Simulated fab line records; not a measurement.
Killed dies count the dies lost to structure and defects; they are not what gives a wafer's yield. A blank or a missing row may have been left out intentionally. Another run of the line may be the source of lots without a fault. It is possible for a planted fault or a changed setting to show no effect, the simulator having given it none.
Split-lot trial    flow berkeley-cmos170    5 lots, 23 wafers read, on a route of 331 steps

ON THE SPLIT
At UCB170_PLDD_COAT_01 (resist thk 900 nm), the setting resist-thk-nm was moved away from the recipe's 900 nm on 8 of the 23 wafers read, by -5.4% to +2.9%. All remaining wafers had this setting at the recipe value.

The reading is taken at the split's own step.

THE READING
KrF_of_PLDD_COAT_01.thk-nm (the simulator's own value, which no gauge read), in nm, at UCB170_PLDD_COAT_01 (resist thk 900 nm). There is no usual value for it anywhere in the file. Average 900.6 nm, standard deviation 1.6 nm, over the 15 wafers here run with the recipe.

wafer   tool, chamber at the split  resist-thk-nm as run, nm  against the recipe  KrF_of_PLDD_COAT_01.thk-nm, nm  against lot-mates on the recipe
L076.1  litho-track-01, 0           880.6                     -2.2%               882.8                           -19.6
L076.2  litho-track-01, 0           900                       recipe              902.3                           -
L076.4  litho-track-01, 0           900                       recipe              902                             -
L076.5  litho-track-01, 0           880.6                     -2.2%               884.3                           -18.1
L076.6  litho-track-01, 0           900                       recipe              903                             -
L077.2  litho-track-03, 0           926.4                     +2.9%               927.4                           +25.8
L077.3  litho-track-03, 0           926.4                     +2.9%               926.6                           +25.0
L077.4  litho-track-03, 0           900                       recipe              900.3                           -
L077.5  litho-track-03, 0           900                       recipe              903                             -
L077.6  litho-track-03, 0           926.4                     +2.9%               926                             +24.4
L079.1  litho-track-03, 0           900                       recipe              900.9                           -
L079.3  litho-track-03, 0           851                       -5.4%               854                             -46.2
L079.4  litho-track-03, 0           900                       recipe              899.5                           -
L079.5  litho-track-03, 0           851                       -5.4%               855                             -45.2
L079.6  litho-track-03, 0           851                       -5.4%               853.9                           -46.3
L083.1  litho-track-03, 0           900                       recipe              898.5                           -
L083.2  litho-track-03, 0           900                       recipe              899.1                           -
L083.4  litho-track-03, 0           900                       recipe              897.1                           -
L082.1  litho-track-04, 0           900                       recipe              901.6                           -
L082.6  litho-track-04, 0           900                       recipe              901.6                           -
L082.2  litho-track-04, 0           900                       recipe              900.9                           -
L082.4  litho-track-04, 0           900                       recipe              900.2                           -
L082.5  litho-track-04, 0           900                       recipe              899.4                           -

THE FIT
A straight line over all 23 wafers: KrF_of_PLDD_COAT_01.thk-nm changes by +8.57 nm for each +1% of resist-thk-nm; r = +1.00; the points scatter about the line by 1.5 nm.
The same after taking each lot's own level away (the mean of its wafers on the recipe; 23 wafers): +8.48 nm for each +1%; r = +1.00; scatter 0.84 nm.
The reading moves by 46 nm for the largest change in resist-thk-nm, on that fit.
The span of the lots' own levels, 898.23 to 902.43 nm, comes to 2.6 times the standard deviation stated above.
So the lot-to-lot level changes the slope little: the two slopes agree.
Check: for one of the wafers moved furthest among these (-5.4%), held out of the fit, the line's prediction against its lot-mates is -46.1 nm. Against them it came out at -46.2 nm.

FURTHER SPLITS ON THESE WAFERS
Other splits were also applied to these wafers ahead of the reading. Each is held against what the fit with the lots' levels taken away leaves over:
other split on the same wafers          wafers away from the commonest value  r with KrF_of_PLDD_COAT_01.thk-nm (lot level and that fit taken away)
UCB170_START_OXIDATION_02 temp-c        15                                    +0.13
UCB170_NWELL_IMPLANT_14 dose-cm2        8                                     -0.41
UCB170_PWELL_CVD_05 time-s              15                                    -0.05
UCB170_PWELL_DEVELOP_12 develop-time-s  5                                     +0.00
UCB170_ACTIVE_COAT_08 spin-rpm          7                                     -0.29
UCB170_SACOX_OXIDATION_01 ox-time-s     10                                    -0.06
UCB170_NVT_IMPLANT_07 dose-cm2          4                                     +0.19

THE WHOLE CHAIN: every reading that the file lists as answering this split, in the file's order
step                  what it does       reading                                                                      change (the file's fit)               r (the file's)
UCB170_PLDD_COAT_01   resist thk 900 nm  KrF_of_PLDD_COAT_01.thk-nm (the simulator's own value, which no gauge read)  +8.48 nm for each +1% of the setting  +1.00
UCB170_PLDD_STRIP_10  strips in O2       strip-time-to-endpoint-s                                                     withheld for each +1% of the setting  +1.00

THE FILE'S OWN FIT
KrF_of_PLDD_COAT_01.thk-nm changes by +8.48 nm for each +1% of resist-thk-nm, r = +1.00.
